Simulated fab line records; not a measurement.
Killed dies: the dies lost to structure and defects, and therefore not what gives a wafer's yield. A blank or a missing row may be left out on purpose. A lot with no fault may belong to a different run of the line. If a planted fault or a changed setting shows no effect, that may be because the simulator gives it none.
A struck lot beside a sound one	flow ritCmos	17 steps out of a route of 202
Sound: these wafers, L428.1, L428.3, L428.4. Wafers L441.1, L441.5, L441.6 were the ones struck. The cause is named last.
At each step with rows: each side's tool, then ch and its chambers, then its first start. Under that, the readings that differ: sound wafers	struck wafers	difference of the means	sigmas: that difference in standard deviations of wafers without a fault.
alike: words and numbers the same on both sides, and readings whose means are apart by under 2 such deviations; not compared: readings that were withheld, readings missing a value for some wafer, numbers with overlapping values and no deviation given by the record, and bounds like >300 which may hide the same value.
A row with sigmas, a row that says differs or no value, or rows on one side alone: a step with any of these is where the two part. When numbers do not overlap yet have no deviation, they are printed without sigmas and do not part them. Lack of a reading on every wafer of one side parts them only where that side has two or more wafers.

first, 2 steps without rows for these wafers: RIT_NRETRO_HARDBAKE_07 (time 120 s); RIT_NRETRO_IMPLANT_08.
RIT_NRETRO_STRIP_09: strips in O2, time 180 s.
  sound on plasmaAsher-04 ch 0,1, day 2 09:29; struck on plasmaAsher-03 ch 0,1, day 4 23:02
  alike: drypumpMotorCurrentA
  not compared: rfHoursCounterH
RIT_NRETRO_TW_MEAS_10:
  sound on filmMetro-03 at day 2 09:40; struck on filmMetro-04 at day 4 23:13
  alike: NRETRO_TW
then, 6 steps without rows for these wafers: RIT_PRETRO_HMDS_00 (prime time 60 s); RIT_PRETRO_COAT_01 (resist thk 1300 nm); RIT_PRETRO_SOFTBAKE_02 (time 60 s); RIT_PRETRO_EXPOSE_03 (exposes mask M5, target cd 43700 nm); RIT_PRETRO_PEB_04; RIT_PRETRO_DEVELOP_05 (develop time 66.59 s).
RIT_PRETRO_OVL_MEAS_06:
  sound on overlay-01 at day 2 10:36; struck on overlay-02 at day 5 00:09
  alike: PRETRO_OVL
then, 1 step without rows for these wafers: RIT_PRETRO_HARDBAKE_07 (time 120 s).
RIT_PRETRO_IMPLANT_08:
  sound on implanter-01 ch 0, day 2 10:53; struck on implanter-01 ch 0, day 5 00:26
reading	sound	struck	difference	sigmas
doseIonsCm2	1.1981e+13 1.1983e+13 1.2002e+13	9.361e+12 9.354e+12 9.363e+12	-2.629e+12	-99 or more
faradayCurrentUA	39.4 37.5 38.0	28.4 29.8 30.2	-8.8	-12
RIT_PRETRO_STRIP_09: strips in O2, time 180 s.
  sound on plasmaAsher-04 ch 0,1, day 2 11:02; struck on plasmaAsher-02 ch 0,1, day 5 00:35
  alike: drypumpMotorCurrentA
  not compared: rfHoursCounterH
RIT_PRETRO_TW_MEAS_10:
  sound on filmMetro-03 at day 2 11:13; struck on filmMetro-02 at day 5 00:46
reading	sound	struck	difference	sigmas
PRETRO_TW	476 476 478	438 439 436	-39	-10
then, 1 step without rows for these wafers: RIT_GATE_WET_ETCH_00 (etches SiO2 in BOE, target depth 56 nm, time 60 s).
RIT_M1_PROBE_99:
  sound on prober-02 at day 3 15:20; struck on prober-01 at day 6 04:37
reading	sound	struck	difference	sigmas
model.etest.nmosTurned.driveUaUm	335.5 332.9 322.4	362.1 365.7 357.8	+31.6	
model.etest.nmos_0p15.driveUaUm	486.4 471.3 469.1	497.1 493.4 491.6	+18.4	
model.etest.nmos_0p3.driveUaUm	234.9 233.1 230.2	241.6 244 236.7	+8.0	
model.etest.nmosNarrow.driveUaUm	234.2 230.5 232.3	240.6 240.8 241	+8.5	
model.etest.nmos_0p15.offLog10AUm	-10.22 -10.21 -10.41	-9.354 -9.424 -9.337	+0.908	
model.etest.retroEdgeNmos.offLog10AUm	-10.11 -10.15 -10.12	-9.382 -9.221 -9.35	+0.809	
model.etest.ring.quietLog10A (angstrom)	-7.731 -7.79 -7.982	-7.174 -7.312 -7.254	+0.588	
  alike: killed_at_M0_to_M3, killedAtContacts, killedAtFrontEnd, killedDies, killedOpen, killedShort
  not compared: model.etest.nmos_0p3.rOnOhmUm

## WHERE THEY PART
Last at RIT_PRETRO_TW_MEAS_10 as far as this record goes, first at RIT_PRETRO_IMPLANT_08. Later steps at which nothing parts them and some readings are alike: RIT_M1_PROBE_99.

WHY: what the simulator had put in
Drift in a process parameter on implanter-01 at RIT_PRETRO_IMPLANT_08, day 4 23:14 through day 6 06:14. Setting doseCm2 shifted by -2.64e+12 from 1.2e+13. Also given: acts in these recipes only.
